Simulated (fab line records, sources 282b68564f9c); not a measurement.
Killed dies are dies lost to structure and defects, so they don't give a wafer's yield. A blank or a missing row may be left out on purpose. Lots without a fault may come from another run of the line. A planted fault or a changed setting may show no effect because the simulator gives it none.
A struck lot beside a sound one | flow rit_cmos | 15 steps out of a route of 202
Sound: wafers L415.2, L415.3, L415.6. Struck: wafers L421.1, L421.4, L421.6. The cause comes at the end.
At each step with rows: each side's tool, then ch and its chambers, then its first start. Under that, the readings that differ: sound wafers | struck wafers | difference of the means | sigmas: that difference in standard deviations of wafers without a fault.
alike: readings whose means differ by less than 2 such deviations, and words and numbers that are the same on both sides. not compared: withheld readings, readings that some wafer has no value for, bounds like >300 that may hide the same value, and numbers for which the record gives no deviation and whose values overlap.
The two part at a step that has a row with sigmas, a row that says differs or no value, or rows on one side only. Numbers that don't overlap but have no deviation are shown without sigmas and don't part them. A reading that every wafer of one side lacks parts them only if that side has two wafers or more.

RIT_GATE_THK_MEAS_07:
  sound on film_metro-04, day 5 22:40; struck on film_metro-04, day 7 16:13
  alike: GATE_OXIDE_THK
then, 1 step without rows for these wafers: RIT_GATE_CVD_08 (deposits poly-Si from SiH4, target thk 250 nm, time 2220 s).
RIT_GATE_THK_MEAS_09:
  sound on film_metro-03, day 6 01:57; struck on film_metro-01, day 7 17:54
  alike: GATE_POLY_THK
then, 6 steps without rows for these wafers: RIT_GATE_HMDS_10 (prime time 60 s); RIT_GATE_COAT_11 (resist thk 850 nm); RIT_GATE_SOFTBAKE_12 (time 60 s); RIT_GATE_EXPOSE_13 (exposes mask M6, target cd 150 nm); RIT_GATE_PEB_14; RIT_GATE_DEVELOP_15 (develop time 50 s).
RIT_GATE_CD_MEAS_16: target cd 150 nm.
  sound on cd_sem-02, day 6 03:10; struck on cd_sem-01, day 7 18:56
  alike: cd_nm
RIT_GATE_OVL_MEAS_17:
  sound on overlay-02, day 6 03:16; struck on overlay-01, day 7 19:03
  alike: GATE_OVL
then, 1 step without rows for these wafers: RIT_GATE_HARDBAKE_18 (time 60 s).
RIT_GATE_ETCH_19: etches poly-Si in SF6/CHF3/O2, stops on SiO2, time 165 s, target depth 312.5 nm.
  sound on rie_si-02 ch 1,2, day 6 03:27; struck on rie_si-02 ch 2,3, day 7 19:14
  reading                                   | sound             | struck            | difference | sigmas
  oes_product_au (a.u.)                     | 0.877 0.849 0.852 | 1.018 1.036 1.048 | +0.175     | +16
  run_length_s (s)                          | 193.8 193.9 193.8 | 152.0 152.3 152.3 | -41.6      | -93
  model.NOVOLAK_of_GATE_COAT_11.thk_nm (nm) | 668.4 667.1 669   | 686.4 686.6 688.8 | +19.1      |
  model.GATE.feature_depth_nm (nm)          | 252.6 251.9 252.4 | 243.3 239.7 242.9 | -10.3      |
  model.etch.depth_nm (nm)                  | 252.6 251.9 252.4 | 243.3 239.7 242.9 | -10.3      |
  alike: drypump_motor_current_A, throttle_valve_pct
  not compared: rf_hours_counter_h
RIT_GATE_STRIP_20: strips in O2, time 180 s.
  sound on plasma_asher-02 ch 0,1, day 6 03:34; struck on plasma_asher-03 ch 0,1, day 7 19:21
  alike: drypump_motor_current_A
  not compared: rf_hours_counter_h
RIT_M1_PROBE_99:
  the record has rows for the sound wafers here (prober-01, day 7 07:52) and none for the struck ones

WHERE THEY PART
First at RIT_GATE_ETCH_19; last, within this record, at RIT_M1_PROBE_99.

WHY: what the simulator had put in
Process parameter drift: rie_si-02, from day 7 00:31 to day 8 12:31, at RIT_GATE_ETCH_19. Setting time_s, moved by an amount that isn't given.
